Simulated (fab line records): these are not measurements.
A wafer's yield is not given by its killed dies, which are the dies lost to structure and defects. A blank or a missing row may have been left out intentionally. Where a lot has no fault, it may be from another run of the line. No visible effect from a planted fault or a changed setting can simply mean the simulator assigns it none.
Struck lot and sound lot, side by side ; flow rit cmos ; 43 out of 202 route steps
Sound: these wafers, L431.2, L431.4, L431.5. Wafers L438.4, L438.5, L438.6 were the ones struck. The cause is given at the end.
Per side, at each step with rows, come the tool, then ch with its chambers, and then its first start. Under that, the readings that differ: sound wafers ; struck wafers ; difference of the means ; sigmas: that difference in standard deviations of wafers without a fault.
alike: readings whose means differ by less than 2 such deviations, and words and numbers that are the same on both sides. not compared: withheld readings, readings that some wafer has no value for, bounds like >300 that may hide the same value, and numbers for which the record gives no deviation and whose values overlap.
A row with sigmas, a row that says differs or no value, or rows on one side alone: a step with any of these is where the two part. Numbers that don't overlap but have no deviation are shown without sigmas and don't part them. A reading that every wafer of one side lacks parts them only if that side has two wafers or more.

RIT_PWELL_TW_MEAS_10:
  sound on film metro-04, day 3 10:50; struck on film metro-01, day 5 01:49
reading;sound;struck;difference;sigmas
PWELL_TW;957 958 965;934 929 932;-28;-2
then, 1 step without rows for these wafers: RIT_WELLDRIVE_ANNEAL_00 (time 14700 s).
RIT_WELLDRIVE_RS_MEAS_01: a four-point-probe measurement.
  sound on film metro-03, day 3 15:59; struck on film metro-01, day 5 07:00
reading;sound;struck;difference;sigmas
NWELL_RS (ohm/sq);274.3 274.3 274.2;276.0 276.7 276.2;+2.0;+3
RIT_WELLDRIVE_RS_MEAS_02: a four-point-probe measurement.
  sound on film metro-03, day 3 16:07; struck on film metro-01, day 5 07:07
  alike: PWELL_RS
then, 6 steps without rows for these wafers: RIT_NRETRO_HMDS_00 (prime time 60 s); RIT_NRETRO_COAT_01 (resist thk 1300 nm); RIT_NRETRO_SOFTBAKE_02 (time 60 s); RIT_NRETRO_EXPOSE_03 (exposes mask M4, target cd 43900 nm); RIT_NRETRO_PEB_04; RIT_NRETRO_DEVELOP_05 (develop time 68 s).
RIT_NRETRO_OVL_MEAS_06:
  sound on overlay-02, day 3 17:13; struck on overlay-01, day 5 08:04
  alike: NRETRO_OVL
then, 1 step without rows for these wafers: RIT_NRETRO_HARDBAKE_07 (time 120 s).
RIT_NRETRO_IMPLANT_08:
  sound on implanter-02 ch 0, day 3 17:32; struck on implanter-02 ch 0, day 5 08:30
reading;sound;struck;difference;sigmas
implant ion amu;31 31 31;11 11 11;-20;
model.implant.rp nm (nm);83.23 83.23 83.23;228.5 228.5 228.5;+145.3;
model.implant.drp nm (nm);33.94 33.94 33.94;70.05 70.05 70.05;+36.11;
RIT_NRETRO_STRIP_09: strips in O2, time 180 s.
  sound on plasma asher-04 ch 0,1, day 3 17:40; struck on plasma asher-03 ch 0,1, day 5 08:38
  alike: chamber pressure mTorr, drypump motor current A, rf refl power W
  not compared: rf hours counter h
RIT_NRETRO_TW_MEAS_10:
  sound on film metro-04, day 3 17:50; struck on film metro-02, day 5 09:01
reading;sound;struck;difference;sigmas
NRETRO_TW;1055 1057 1064;471 472 472;-587;-42
  not compared: hold
then, 5 steps without rows for these wafers: RIT_PRETRO_COAT_01 (resist thk 1300 nm); RIT_PRETRO_SOFTBAKE_02 (time 60 s); RIT_PRETRO_EXPOSE_03 (exposes mask M5, target cd 43700 nm); RIT_PRETRO_PEB_04; RIT_PRETRO_DEVELOP_05 (develop time 68 s).
RIT_PRETRO_OVL_MEAS_06:
  sound on overlay-02, day 3 18:54; struck on overlay-01, day 5 19:08
  alike: PRETRO_OVL
then, 2 steps without rows for these wafers: RIT_PRETRO_HARDBAKE_07 (time 120 s); RIT_PRETRO_IMPLANT_08.
RIT_PRETRO_STRIP_09: strips in O2, time 180 s.
  sound on plasma asher-02 ch 0,1, day 3 19:20; struck on plasma asher-02 ch 0,1, day 5 19:44
  alike: chamber pressure mTorr, drypump motor current A, rf refl power W
  not compared: rf hours counter h
RIT_PRETRO_TW_MEAS_10:
  sound on film metro-02, day 3 19:31; struck on film metro-04, day 5 19:53
reading;sound;struck;difference;sigmas
PRETRO_TW;466 470 470;477 476 476;+8;+2
then, 5 steps without rows for these wafers: RIT_GATE_WET_ETCH_00 (etches SiO2 in BOE, target depth 56 nm, time 60 s); RIT_GATE_CLEAN_01 (cleans in SC1, time 600 s); RIT_GATE_CLEAN_02 (cleans in dHF, time 30 s); RIT_GATE_CLEAN_03 (cleans in SC2, time 600 s); RIT_GATE_CLEAN_04 (cleans in dHF, time 60 s).
RIT_FOX2_THK_MEAS_91:
  sound on film metro-03, day 3 20:01; struck on film metro-03, day 5 20:22
  alike: FIELD_OXIDE_LEFT_2_THK
then, 2 steps without rows for these wafers: RIT_GATE_OXIDATION_05 (target thk 3 nm, ox time 270 s); RIT_GATE_ANNEAL_06 (time 600 s).
RIT_GATE_THK_MEAS_07:
  sound on film metro-03, day 3 21:24; struck on film metro-03, day 5 23:17
  alike: GATE_OXIDE_THK
then, 1 step without rows for these wafers: RIT_GATE_CVD_08 (deposits poly-Si from SiH4, target thk 250 nm, time 2220 s).
RIT_GATE_THK_MEAS_09:
  sound on film metro-03, day 3 23:04; struck on film metro-01, day 6 00:57
  alike: GATE_POLY_THK
then, 5 steps without rows for these wafers: RIT_GATE_HMDS_10 (prime time 60 s); RIT_GATE_COAT_11 (resist thk 850 nm); RIT_GATE_SOFTBAKE_12 (time 60 s); RIT_GATE_EXPOSE_13 (exposes mask M6, target cd 150 nm); RIT_GATE_PEB_14.
RIT_REOX_OXIDATION_03: target thk 25.2 nm, ox time 5580 s.
  sound on furnace-01 ch 0, day 4 01:11; struck on furnace-03 ch 0, day 6 04:19
  alike: tube_center_temp_C_max
  not compared: model.SiO2_of_REOX_OXIDATION_03.thk nm
RIT_SPACER_CLEAN_00: cleans in SC1, time 600 s.
  sound on wet bench-03 ch 3, day 4 06:48; struck on wet bench-02 ch 3, day 6 10:32
  not compared: model.SiO2_of_REOX_OXIDATION_03.thk nm

## WHERE THEY PART
At RIT_PWELL_TW_MEAS_10 first; at RIT_PRETRO_TW_MEAS_10 last (within this record only). Later steps at which nothing parts them and some readings are alike: RIT_FOX2_THK_MEAS_91, RIT_GATE_THK_MEAS_07, RIT_GATE_THK_MEAS_09, RIT_REOX_OXIDATION_03.

WHY: whatever the simulator had introduced
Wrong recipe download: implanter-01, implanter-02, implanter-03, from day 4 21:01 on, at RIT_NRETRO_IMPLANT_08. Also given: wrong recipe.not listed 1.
